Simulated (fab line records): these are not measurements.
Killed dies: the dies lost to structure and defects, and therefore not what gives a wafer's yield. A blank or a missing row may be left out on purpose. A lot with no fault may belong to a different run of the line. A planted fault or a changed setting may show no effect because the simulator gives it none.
fab line records -- flow berkeley-cmos170
record: lots: 14, wafers: 42, last-day: 14
route steps=331 shown ZERO@10
lots untouched by any fault: they come from a run of this same line in which no faults occurred
start-h: hours from the record's first day to the start of the lot's first wafer shown -- wait-h: hours from the lot's prior step to this one -- " unchanged from the row above -- L1.1+2: a single row standing in for several wafers -- - either no value or no given start -- * or withheld: withheld -- < > ~ a bound
route shown NAME@n: NAME is a module with steps in the file, n the number in the route of the first one -- usual: mean and standard deviation over wafers with no fault -- same: alike in all rows -- chamber/n: place in a boat -- sites: each site's reading -- _std_site: the values' standard deviation -- _edge_site: the outer-site mean with the inner-site mean subtracted -- radius-mm: how far each site lies from the wafer's centre -- mask NAME#n: copy n -- behind: the tool/chamber that last shaped the wafer -- hold: the reason the lot was held/the length of the hold in hours/how it ended -- device: transistor that didn't switch, given as n, p or np -- end of line: tests run on the same wafers once the route is complete -- where a step has no rows: the recipe by itself -- killed: dies lost to structure and defects at the first sort, not the wafer's yield -- map: per-die view of a wafer (x killed, . not killed, _ where there is no die)
set.NAME: the setting as run; set.NAME@STEP: as run at that earlier step -- model.NAME: the simulator's own value behind a step, which no gauge read
a sample of lots followed through the steps of the route, with each step as a table and each wafer as a row
== steps ==
step: UCB170_ZERO_PEB_04
recipe: peb-temp-c: 130, peb-time-s: withheld, resist: KrF
usual: chill-plate-temp-C: 23.04/0.11, exhaust-pa: 44.9/0.84
lot.wafer,tool,chamber,start-h,wait-h,chill-plate-temp-C,exhaust-pa
L230.1,litho-track-03,0,32.22,0.1,22.91,44.2
L230.4,litho-track-03,0,32.22,0.1,22.95,44.3
L230.5,litho-track-03,0,32.22,0.1,23.01,45.6
L231.3,litho-track-01,0,36.98,0.1,23.06,45.2
L231.4,litho-track-01,0,36.98,0.1,23.03,45.4
L231.6,litho-track-01,0,36.98,0.1,23.06,44.3
L232.1,litho-track-03,0,37.17,0.1,23.12,46.4
L232.2,litho-track-03,0,37.17,0.1,22.94,45.2
L232.6,litho-track-03,0,37.17,0.1,23.13,45.1
L235.3,litho-track-03,0,52.28,0.1,23.16,45.5
L235.4,litho-track-03,0,52.28,0.1,23.07,43.4
L235.6,litho-track-03,0,52.28,0.1,22.84,44.7
L238.3,litho-track-01,-,74.05,0.7,-,-
L238.5,litho-track-01,-,74.05,0.7,-,-
L238.6,litho-track-01,-,74.05,0.7,-,-
L239.1,litho-track-03,-,75.93,0.1,-,-
L239.4,litho-track-03,-,75.93,0.1,-,-
L239.6,litho-track-03,-,75.93,0.1,-,-
L243.1,litho-track-01,0,95.84,0.5,23.19,44.2
L243.4,litho-track-01,0,95.84,0.5,23.07,46.0
L243.6,litho-track-01,0,95.84,0.5,23.07,45.8
L244.1,litho-track-03,0,100.82,0.1,22.95,44.0
L244.3,litho-track-03,0,100.82,0.1,23.06,44.8
L244.4,litho-track-03,0,100.82,0.1,23.10,44.1
L246.2,litho-track-01,0,118.64,0.9,23.19,45.2
L246.4,litho-track-01,0,118.64,0.9,23.08,45.4
L246.6,litho-track-01,0,118.64,0.9,23.09,44.3
L248.2,litho-track-03,0,119,-,23.15,45.2
L248.4,litho-track-03,0,119,-,22.96,45.6
L248.5,litho-track-03,0,119,-,22.98,45.7
L247.2,litho-track-01,0,119,-,23.06,45.5
L247.3,litho-track-01,0,119,-,23.18,45.2
L247.5,litho-track-01,0,119,-,23.10,46.9
L249.2,litho-track-01,0,132.13,0.1,23.11,44.6
L249.5,litho-track-01,0,132.13,0.1,23.12,44.5
L249.6,litho-track-01,0,132.13,0.1,22.99,44.3
L250.2,litho-track-01,0,132.41,0.1,22.89,44.2
L250.3,litho-track-01,0,132.41,0.1,23.07,45.3
L250.5,litho-track-01,0,132.41,0.1,23.03,44.2
L251.1,litho-track-01,0,136.59,0.6,23.11,45.1
L251.2,litho-track-01,0,136.59,0.6,22.92,44.6
L251.6,litho-track-01,0,136.59,0.6,23.20,44.3
== key ==
first-sign: step: UCB170_ZERO_PEB_04, reading: tool-record, direction: missing
effect none on later readings
met-at UCB170_ZERO_PEB_04
struck-lots L238,L239
later-rows-left-out L238.3,L238.5,L238.6,L239.1,L239.4,L239.6
sort-left-out L238.3,L238.5,L238.6,L239.1,L239.4,L239.6
tester-left-out L238,L239
onset-between 52.28 74.05
fault: kind: skipped-step-whole, tool: litho-track-01,litho-track-03, chamber: -, onset-h: 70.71, steps: UCB170_ZERO_PEB_04, scope: struck-lots-only
tester-left-out: of these lots the tester's yield and bins aren't shown, on N5 and GAA mostly nor the transistor test; their killed dies are dies lost to structure and defects alone, not to doping, threshold or leakage, so they don't give the yield
sort-left-out: the simulated sort isn't trusted on such a fault, so these wafers' sort isn't shown, and their yield isn't known
later-rows-left-out: the simulator's readings of these wafers behind a module that went badly wrong aren't trusted and aren't shown, but for the sort
